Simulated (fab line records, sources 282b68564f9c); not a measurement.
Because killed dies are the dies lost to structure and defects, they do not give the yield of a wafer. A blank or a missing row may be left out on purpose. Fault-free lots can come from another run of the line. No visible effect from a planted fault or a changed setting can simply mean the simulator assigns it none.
Which of the tools did it? + flow rit cmos + Sampling: 14 lots, 42 wafers, 2 of 202 route steps

== WHAT EACH GAUGE READ, for each wafer ==
The record holds no reading of a measuring or inspecting step that can be judged against a usual standard deviation.

== WHICH TOOL RAN EACH LOT (tool, then ch and the chambers of the sampled wafers, then the start) ==
| lot  | RIT_SDANNEAL_CLEAN_00          | RIT_M1_PROBE_99        |
|------|--------------------------------|------------------------|
| L319 | wet bench-02 ch 2, day 3 02:57 | -                      |
| L321 | wet bench-01 ch 0, day 3 12:52 | -                      |
| L322 | wet bench-01 ch 2, day 3 18:44 | -                      |
| L323 | wet bench-03 ch 1, day 4 04:19 | -                      |
| L324 | wet bench-03 ch 1, day 4 06:05 | prober-01, day 4 13:59 |
| L326 | wet bench-01 ch 3, day 4 14:40 | -                      |
| L328 | wet bench-01 ch 3, day 5 03:17 | -                      |
| L331 | wet bench-03 ch 0, day 5 23:43 | -                      |
| L333 | wet bench-02 ch 2, day 6 05:55 | -                      |
| L336 | wet bench-03 ch 1, day 7 05:22 | -                      |
| L338 | wet bench-02 ch 1, day 7 06:59 | prober-01, day 7 14:59 |
| L339 | wet bench-03 ch 3, day 7 12:01 | -                      |
| L341 | wet bench-03 ch 0, day 8 02:24 | -                      |
| L342 | wet bench-01 ch 0, day 8 04:37 | -                      |
- RIT_SDANNEAL_CLEAN_00: cleans in SC1, time 600 s.
- RIT_M1_PROBE_99

== WHAT THE TOOLS THEMSELVES READ (means of the sampled wafers that have a number; where no wafer has one, the mark that the record gives instead) ==
RIT_SDANNEAL_CLEAN_00.
| lot  | tool         | run length s (s) | temp c (C) |
|------|--------------|------------------|------------|
| L319 | wet bench-02 | 627              | 75.03      |
| L321 | wet bench-01 | 623              | 74.96      |
| L322 | wet bench-01 | 625              | 74.90      |
| L323 | wet bench-03 | 627              | 74.92      |
| L324 | wet bench-03 | 627              | 75.06      |
| L326 | wet bench-01 | 534              | 74.94      |
| L328 | wet bench-01 | 533              | 75.09      |
| L331 | wet bench-03 | 625              | 75.02      |
| L333 | wet bench-02 | 627              | 75.02      |
| L336 | wet bench-03 | 636              | 75.23      |
| L338 | wet bench-02 | 633              | 75.01      |
| L339 | wet bench-03 | 634              | 75.15      |
| L341 | wet bench-03 | 626              | 75.04      |
| L342 | wet bench-01 | 625              | 75.12      |

RIT_M1_PROBE_99.
| lot  | tool      | killed_at_M0_to_M3 | killed at contacts | killed at front end | killed dies | killed open | killed short |
|------|-----------|--------------------|--------------------|---------------------|-------------|-------------|--------------|
| L324 | prober-01 | 0.0                | 0.3                | 6                   | 7           | 2.0         | 4.7          |
| L338 | prober-01 | 0.0                | 0.0                | 12                  | 12          | 7.0         | 4.7          |

== THE ANSWER, worked out from the rows above alone ==
Rule: usual is defined by the lots themselves. Put in order of their means at a reading, lots are off if they are a third of the lots or fewer, leave a main group of 4 or more, and stand apart from it by a gap of 3 or more times the standard deviation of the main group's means; of several such gaps the widest counts. Not used: any main group whose means are identical at the precision the tables above print for the reading. Also off: a lot with no number at a reading for which 4 or more lots have one. Any other lot the step has rows for is counted as sound. The gauges are gone through in route order, then the tools' own readings, and for those a lot's mean is taken as printed above. At the first step where some lot is off, the reading lying furthest off is the one used; lots without a number count as furthest.
Off: L326, L328 (RIT_SDANNEAL_CLEAN_00, run length s). The main group: mean 628 s, standard deviation 3.9.
If a tool, at that step or one of the process steps before it, ran each lot that is off and ran no sound lot following the first of them, it fits. None of those tried fits.

== WHAT THE SIMULATOR PUT IN ==
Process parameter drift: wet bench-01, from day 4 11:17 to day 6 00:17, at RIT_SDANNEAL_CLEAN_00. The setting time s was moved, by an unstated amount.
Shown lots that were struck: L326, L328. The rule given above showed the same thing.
